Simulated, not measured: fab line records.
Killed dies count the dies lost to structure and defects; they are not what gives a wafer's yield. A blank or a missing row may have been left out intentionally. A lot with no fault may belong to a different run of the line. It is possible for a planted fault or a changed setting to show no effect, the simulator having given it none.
One fault seen from 2 desks / flow berkeley cmos170 / every desk sees just its own numbers, and what lay behind them comes last

TOOL OWNER'S DESK, rie diel-04
The tool's own readings at UCB170_M2_ETCH_17 (etches BARC in N2/H2): means of the sampled wafers that have a number, for each lot that ran on this tool. Any lot whose mean is over 4 standard deviations away from the usual mean is out of limits and marked OUT; that distance is given in the brackets.
Columns: A = drypump motor current A at UCB170_M2_ETCH_17, usual 5.8 A; B = n2 flow sccm at UCB170_M2_ETCH_17, usual 100.0 sccm; C = oes product au at UCB170_M2_ETCH_17, usual 0.990 a.u.; D = throttle valve pct at UCB170_M2_ETCH_17, usual 13.17 %
lot=L501; first seen here=day 9 08:47; A=6.0; B=100.3; C=1.014; D=13.25
lot=L504; first seen here=day 10 04:10; A=5.8; B=99.9; C=1.008; D=13.20
lot=L508; first seen here=day 10 22:34; A=5.5; B=99.9; C=0.988; D=13.20
lot=L520; first seen here=day 14 06:32; A=5.8; B=100.0; C=0.997; D=13.21
This desk's finding: nothing out of limits on any of the 4 lots.

THE METROLOGY DESK
What the gauges read, lot by lot, whatever tool the lot ran on: means of the sampled wafers that have a number. Any lot whose mean is over 4 standard deviations away from the usual mean is out of limits and marked OUT; that distance is given in the brackets.
Columns: A = cd nm at UCB170_V1_CD_MEAS_90, usual 699.7 nm; B = cd nm at UCB170_M2_CD_MEAS_15, usual 700.3 nm
lot=L499; first seen here=day 8 11:27; A=702.5; B=701.5
lot=L500; first seen here=day 8 20:36; A=700.0; B=700.8
lot=L501; first seen here=day 9 05:38; A=700.9; B=698.0
lot=L506; first seen here=day 9 21:43; A=698.3; B=701.3
lot=L504; first seen here=day 10 01:53; A=699.0; B=698.8
lot=L509; first seen here=day 10 15:10; A=702.3; B=698.1
lot=L508; first seen here=day 10 20:10; A=700.7; B=700.2
lot=L514; first seen here=day 11 16:57; A=698.0; B=702.4
lot=L513; first seen here=day 11 20:58; A=698.1; B=701.0
lot=L516; first seen here=day 13 08:00; A=700.5; B=701.2
lot=L517; first seen here=day 13 12:51; A=699.6; B=698.1
lot=L519; first seen here=day 13 21:28; A=698.7; B=701.6
lot=L521; first seen here=day 13 23:45; A=697.6; B=699.9
lot=L520; first seen here=day 14 02:07; A=701.2; B=702.3
This desk's finding: nothing out of limits on any of the 14 lots.

PUT TOGETHER
The tool owner's desk saw nothing out of limits.
At the metrology desk, nothing out of limits was observed.

WHAT WAS PUT IN BY THE SIMULATOR
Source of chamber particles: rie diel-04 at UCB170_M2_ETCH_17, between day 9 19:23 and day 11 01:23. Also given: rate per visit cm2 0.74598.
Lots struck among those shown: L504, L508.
